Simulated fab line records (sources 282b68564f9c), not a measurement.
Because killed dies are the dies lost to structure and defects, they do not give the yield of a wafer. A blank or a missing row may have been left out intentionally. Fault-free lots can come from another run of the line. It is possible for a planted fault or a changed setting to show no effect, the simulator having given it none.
Which tool did it? + flow rit-cmos + 7 lots, 21 wafers sampled, at 2 steps of a route of 202

WHAT EACH GAUGE READ, for each wafer
RIT_FOX2_THK_MEAS_01.
| lot  | measured    | on            | FOX2_OXIDE_THK (nm) |
|------|-------------|---------------|---------------------|
| L738 | day 2 00:08 | film-metro-03 | 363 365 359         |
| L740 | day 2 10:38 | film-metro-01 | 350 356 348         |
| L742 | day 2 20:40 | film-metro-01 | 368 377 367         |
| L747 | day 3 20:22 | film-metro-04 | 357 357 355         |
| L755 | day 5 12:54 | film-metro-01 | 295 282 292         |
| L758 | day 6 04:08 | film-metro-04 | 364 368 366         |
| L760 | day 6 13:35 | film-metro-04 | 352 347 350         |

EACH LOT AND THE TOOL THAT RAN IT (in order: tool; ch and the chambers of the sampled wafers; start)
| lot  | RIT_FOX2_OXIDATION_00        |
|------|------------------------------|
| L738 | furnace-02 ch 0, day 1 22:50 |
| L740 | furnace-01 ch 0, day 2 09:19 |
| L742 | furnace-02 ch 0, day 2 19:21 |
| L747 | furnace-04 ch 0, day 3 19:03 |
| L755 | furnace-04 ch 0, day 5 11:34 |
| L758 | furnace-02 ch 0, day 6 02:50 |
| L760 | furnace-02 ch 0, day 6 12:17 |
- RIT_FOX2_OXIDATION_00: target thk 350.7 nm, ox time 1181 s.

THE ANSWER, worked out from the rows above alone
Rule: the lots themselves supply what counts as usual. The widest of any qualifying gaps counts: lots, ordered by their means at a reading, are off when they make up no more than a third of the lots, leave a main group of 4 or more, and stand apart from it by 3 or more times the standard deviation of that group's means. A main group is skipped when, at the precision printed for the reading in the tables above, its means are all equal. Also off: a lot with no number at a reading for which 4 or more lots have one. Any other lot the step has rows for is counted as sound.
Off: at RIT_FOX2_THK_MEAS_01 (FOX2_OXIDE_THK), L755. For the main group the mean is 359 nm and the standard deviation 7.6.
A tool fits if, at a process step before that reading, it ran every lot that is off, and no sound lot after the first of them. Gauges at RIT_FOX2_THK_MEAS_01: tried the same way as those tools. 2 tools fit, furnace-04 at RIT_FOX2_OXIDATION_00 and film-metro-01 at RIT_FOX2_THK_MEAS_01, so this cannot tell which one it is.

WHAT HAD BEEN PUT IN BY THE SIMULATOR
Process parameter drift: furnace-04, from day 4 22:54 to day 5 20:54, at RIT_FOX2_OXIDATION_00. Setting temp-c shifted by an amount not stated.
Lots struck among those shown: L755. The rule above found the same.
